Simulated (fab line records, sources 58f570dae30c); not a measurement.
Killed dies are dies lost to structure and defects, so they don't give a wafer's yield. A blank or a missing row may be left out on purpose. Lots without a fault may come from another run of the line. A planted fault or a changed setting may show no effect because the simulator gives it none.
Which tool did it? | flow berkeley_cmos170 | 10 lots, 30 wafers sampled, at 6 steps of a route of 331

WHAT THE GAUGES READ, wafer by wafer
UCB170_SCREENOX_THK_MEAS_02.
lot  | measured     | on            | SCREENOX_OXIDE_THK (nm)
L233 | day 6 06:37  | film_metro-03 | 13.82 14.11 14.20
L234 | day 6 06:36  | film_metro-02 | 13.87 14.18 14.16
L239 | day 7 11:14  | film_metro-04 | 14.56 14.65 14.59
L242 | day 8 07:25  | film_metro-02 | 14.52 14.28 14.27
L248 | day 9 16:49  | film_metro-04 | 14.51 14.28 14.29
L252 | day 10 01:10 | film_metro-03 | 14.26 14.43 14.46
L250 | day 10 01:14 | film_metro-04 | 14.24 14.61 14.59
L253 | day 10 08:40 | film_metro-03 | 14.63 14.76 14.51
L255 | day 11 06:43 | film_metro-03 | 14.50 14.51 14.39
L256 | day 11 06:41 | film_metro-02 | 14.64 14.36 14.41

UCB170_M2_RS_MEAS_02: measures by four-point-probe.
lot  | measured     | on            | M2_AL_RS (ohm/sq)
L233 | day 9 03:28  | film_metro-03 | 0.0321 0.0320 0.0319
L234 | day 8 23:19  | film_metro-01 | 0.0320 0.0320 0.0317
L239 | day 10 02:33 | film_metro-03 | 0.0338 0.0336 0.0342
L242 | day 10 11:27 | film_metro-03 | 0.0338 0.0333 0.0334
L248 | day 12 04:42 | film_metro-01 | 0.0325 0.0322 0.0323
L252 | day 12 09:50 | film_metro-02 | 0.0319 0.0330 0.0328
L250 | day 12 13:08 | film_metro-03 | 0.0324 0.0326 0.0326
L253 | day 12 17:28 | film_metro-03 | 0.0320 0.0318 0.0319
L255 | day 14 01:23 | film_metro-01 | 0.0319 0.0320 0.0321
L256 | day 14 01:59 | film_metro-02 | 0.0325 0.0323 0.0323

UCB170_M2_THK_MEAS_03: measures by xrf.
lot  | measured     | on            | M2_AL_THK (nm)
L233 | day 9 03:34  | film_metro-03 | 904 901 909
L234 | day 8 23:26  | film_metro-01 | 900 905 913
L239 | day 10 02:40 | film_metro-03 | 862 865 856
L242 | day 10 11:34 | film_metro-03 | 866 876 877
L248 | day 12 04:48 | film_metro-01 | 889 899 895
L252 | day 12 09:57 | film_metro-02 | 913 889 892
L250 | day 12 13:16 | film_metro-03 | 896 896 893
L253 | day 12 17:35 | film_metro-03 | 910 916 914
L255 | day 14 01:29 | film_metro-01 | 906 902 904
L256 | day 14 02:06 | film_metro-02 | 904 901 900

WHICH TOOL RAN EACH LOT (tool, then ch and the chambers of the sampled wafers, then the start)
lot  | UCB170_PWELL_ETCH_14              | UCB170_GATE_ETCH_14                | UCB170_M2_SPUTTER_01
L233 | rie_diel-02 ch 0,1, day 3 02:32   | rie_diel-04 ch 0,2,3, day 7 10:25  | pvd_sputter-01, day 9 03:21
L234 | rie_diel-01 ch 0,2,3, day 3 16:53 | rie_diel-02 ch 1,2,3, day 7 10:41  | pvd_sputter-03, day 8 23:14
L239 | rie_diel-03 ch 1,2,3, day 4 13:16 | rie_diel-03 ch 0,1,3, day 8 17:31  | pvd_sputter-03, day 10 02:28
L242 | rie_diel-02 ch 0,2, day 5 14:45   | rie_diel-02 ch 0,2,3, day 9 06:17  | pvd_sputter-03, day 10 11:20
L248 | rie_diel-02 ch 0,1,3, day 6 13:40 | rie_diel-04 ch 1,3, day 10 23:40   | pvd_sputter-01, day 12 04:35
L252 | rie_diel-02 ch 0,1,3, day 7 03:07 | rie_diel-04 ch 0,1, day 11 04:46   | pvd_sputter-02, day 12 09:45
L250 | rie_diel-01 ch 0,2, day 7 03:13   | rie_diel-03 ch 0,2,3, day 11 05:15 | pvd_sputter-02, day 12 13:03
L253 | rie_diel-03 ch 1,2, day 7 16:05   | rie_diel-02 ch 0,2, day 11 11:03   | pvd_sputter-01, day 12 17:23
L255 | rie_diel-01 ch 1,3, day 7 23:53   | rie_diel-04 ch 1,2,3, day 12 14:56 | pvd_sputter-03, day 14 01:16
L256 | rie_diel-01 ch 0,1,2, day 8 06:24 | rie_diel-02 ch 0,2,3, day 12 15:04 | pvd_sputter-03, day 14 01:54
- UCB170_PWELL_ETCH_14: etches Si3N4 in CH3F/Ar/O2, stops on SiO2, target depth 242 nm, time 151 s.
- UCB170_GATE_ETCH_14: etches BARC in N2/H2.
- UCB170_M2_SPUTTER_01: material Al, target thk 900 nm, time 120 s.

WHAT THE TOOLS THEMSELVES READ (means of the sampled wafers that have a number; where no wafer has one, the mark that the record gives instead)
UCB170_PWELL_ETCH_14.
lot  | tool        | drypump_motor_current_A (A) | oes_product_au (a.u.) | throttle_valve_pct (%)
L233 | rie_diel-02 | 6.3                         | 0.930                 | 7.97
L234 | rie_diel-01 | 5.3                         | 0.955                 | 8.05
L239 | rie_diel-03 | 5.3                         | 0.948                 | 8.10
L242 | rie_diel-02 | 6.3                         | 0.930                 | 8.06
L248 | rie_diel-02 | 6.2                         | 0.933                 | 8.03
L252 | rie_diel-02 | 6.3                         | 0.920                 | 8.03
L250 | rie_diel-01 | 5.0                         | 0.942                 | 7.92
L253 | rie_diel-03 | 5.5                         | 0.944                 | 8.15
L255 | rie_diel-01 | 5.8                         | 0.964                 | 8.11
L256 | rie_diel-01 | 5.3                         | 0.951                 | 7.93

UCB170_GATE_ETCH_14.
lot  | tool        | drypump_motor_current_A (A) | n2_flow_sccm (sccm) | oes_product_au (a.u.) | throttle_valve_pct (%)
L233 | rie_diel-04 | 5.8                         | 100.25              | 0.994                 | 13.17
L234 | rie_diel-02 | 6.1                         | 100.04              | 0.982                 | 13.33
L239 | rie_diel-03 | 5.4                         | 99.76               | 0.996                 | 13.29
L242 | rie_diel-02 | 6.2                         | 99.90               | 0.982                 | 13.42
L248 | rie_diel-04 | 5.9                         | 99.94               | 0.984                 | 13.27
L252 | rie_diel-04 | 5.9                         | 100.20              | 0.987                 | 13.23
L250 | rie_diel-03 | 5.1                         | 100.05              | 1.003                 | 13.10
L253 | rie_diel-02 | 6.2                         | 100.19              | 0.989                 | 13.34
L255 | rie_diel-04 | 5.9                         | 99.96               | 0.986                 | 13.23
L256 | rie_diel-02 | 6.2                         | 100.24              | 0.985                 | 13.43

UCB170_M2_SPUTTER_01.
lot  | tool           | throttle_valve_pct (%)
L233 | pvd_sputter-01 | 31.3
L234 | pvd_sputter-03 | 30.2
L239 | pvd_sputter-03 | 30.0
L242 | pvd_sputter-03 | 30.5
L248 | pvd_sputter-01 | 30.5
L252 | pvd_sputter-02 | 29.7
L250 | pvd_sputter-02 | 30.3
L253 | pvd_sputter-01 | 31.3
L255 | pvd_sputter-03 | 30.2
L256 | pvd_sputter-03 | 30.0

THE ANSWER, worked out from the rows above alone
Rule: what is usual is taken from the lots themselves. Put in order of their means at a reading, lots are off if they are a third of the lots or fewer, leave a main group of 4 or more, and stand apart from it by a gap of 3 or more times the standard deviation of the main group's means; of several such gaps the widest counts. A main group whose means are all the same, to the digits that the tables above print for the reading, isn't used. A lot without any number at a reading at which 4 lots or more have one is off too. The other lots that the step has rows for count as sound. The gauges are gone through in route order, then the tools' own readings, and for those a lot's mean is taken as printed above. The first step at which some lot is off is used, and at that step the reading that is off furthest; a lot without a number counts as furthest.
Off: L239, L242, at UCB170_M2_RS_MEAS_02 (M2_AL_RS). The main group: mean 0.0322 ohm/sq, standard deviation 0.00026.
A tool fits if, at a process step before that reading, it ran every lot that is off, and no sound lot after the first of them. The gauges at UCB170_M2_RS_MEAS_02 are tried like those tools. None of those tried fits.

WHAT THE SIMULATOR HAD PUT IN
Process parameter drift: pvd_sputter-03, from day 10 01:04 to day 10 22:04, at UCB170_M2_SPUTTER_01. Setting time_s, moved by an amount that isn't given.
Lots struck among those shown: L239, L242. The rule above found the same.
